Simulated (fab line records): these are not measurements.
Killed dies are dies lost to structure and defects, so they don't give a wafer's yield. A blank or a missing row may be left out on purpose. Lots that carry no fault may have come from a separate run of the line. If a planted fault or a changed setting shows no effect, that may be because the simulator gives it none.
Chamber matching || flow berkeley-cmos170 || UCB170_V2_CMP_02 on cmp-02: 4 sister chambers
The step polishes SiO2. 4 wafers are shown with their chamber, then 11 later ones without.

WAFERS PAIRED WITH THEIR CHAMBERS
{"wafer": "L148.3", "chamber": 0, "motor-current-A (A)": 15.1}
{"wafer": "L143.6", "chamber": 3, "motor-current-A (A)": 16.3}
{"wafer": "L151.3", "chamber": 2, "motor-current-A (A)": 15.4}
{"wafer": "L153.3", "chamber": 1, "motor-current-A (A)": 17.2}

WAFERS MISSING THEIR CHAMBER
{"wafer": "L153.5", "motor-current-A (A)": 16.4}
{"wafer": "L153.6", "motor-current-A (A)": 15.3}
{"wafer": "L155.1", "motor-current-A (A)": 16.3}
{"wafer": "L155.4", "motor-current-A (A)": 15.2}
{"wafer": "L155.6", "motor-current-A (A)": 16.0}
{"wafer": "L156.2", "motor-current-A (A)": 15.2}
{"wafer": "L156.3", "motor-current-A (A)": 16.1}
{"wafer": "L156.5", "motor-current-A (A)": 16.0}
{"wafer": "L160.1", "motor-current-A (A)": 15.8}
{"wafer": "L160.2", "motor-current-A (A)": 15.5}
{"wafer": "L160.3", "motor-current-A (A)": 15.4}

EACH ONE'S CHAMBER
{"wafer": "L153.5", "from the rows above": 3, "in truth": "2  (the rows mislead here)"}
{"wafer": "L153.6", "from the rows above": "can't be placed: 2 or 0", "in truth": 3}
{"wafer": "L155.1", "from the rows above": 3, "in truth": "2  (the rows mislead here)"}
{"wafer": "L155.4", "from the rows above": "can't be placed: 0 or 2", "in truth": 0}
{"wafer": "L155.6", "from the rows above": "can't be placed: 3 or 2", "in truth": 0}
{"wafer": "L156.2", "from the rows above": "can't be placed: 0 or 2", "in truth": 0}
{"wafer": "L156.3", "from the rows above": 3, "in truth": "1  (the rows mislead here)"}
{"wafer": "L156.5", "from the rows above": "can't be placed: 3 or 2", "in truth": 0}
{"wafer": "L160.1", "from the rows above": "can't be placed: 2 or 3 or 0", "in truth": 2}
{"wafer": "L160.2", "from the rows above": "can't be placed: 2 or 0", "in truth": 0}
{"wafer": "L160.3", "from the rows above": "can't be placed: 2 or 0", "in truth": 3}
Correctly placed: 0 of 11. From these rows, 8 cannot be placed; in 4 the true chamber is one of the candidates. 3 placed wrongly.
How it was worked out, from the rows above alone: a wafer's distance from a chamber is the root of the sum, over the readings, of the square of ((its reading less the chamber's mean) divided by the reading's scatter). If the next closest chamber is less than 2 further off than the closest, the wafer can't be placed; otherwise it belongs to the closest. A chamber's mean is the mean of its shown wafers. The scatter: root of mean squared gap, hidden wafer to nearest shown wafer, with one shown wafer a chamber.
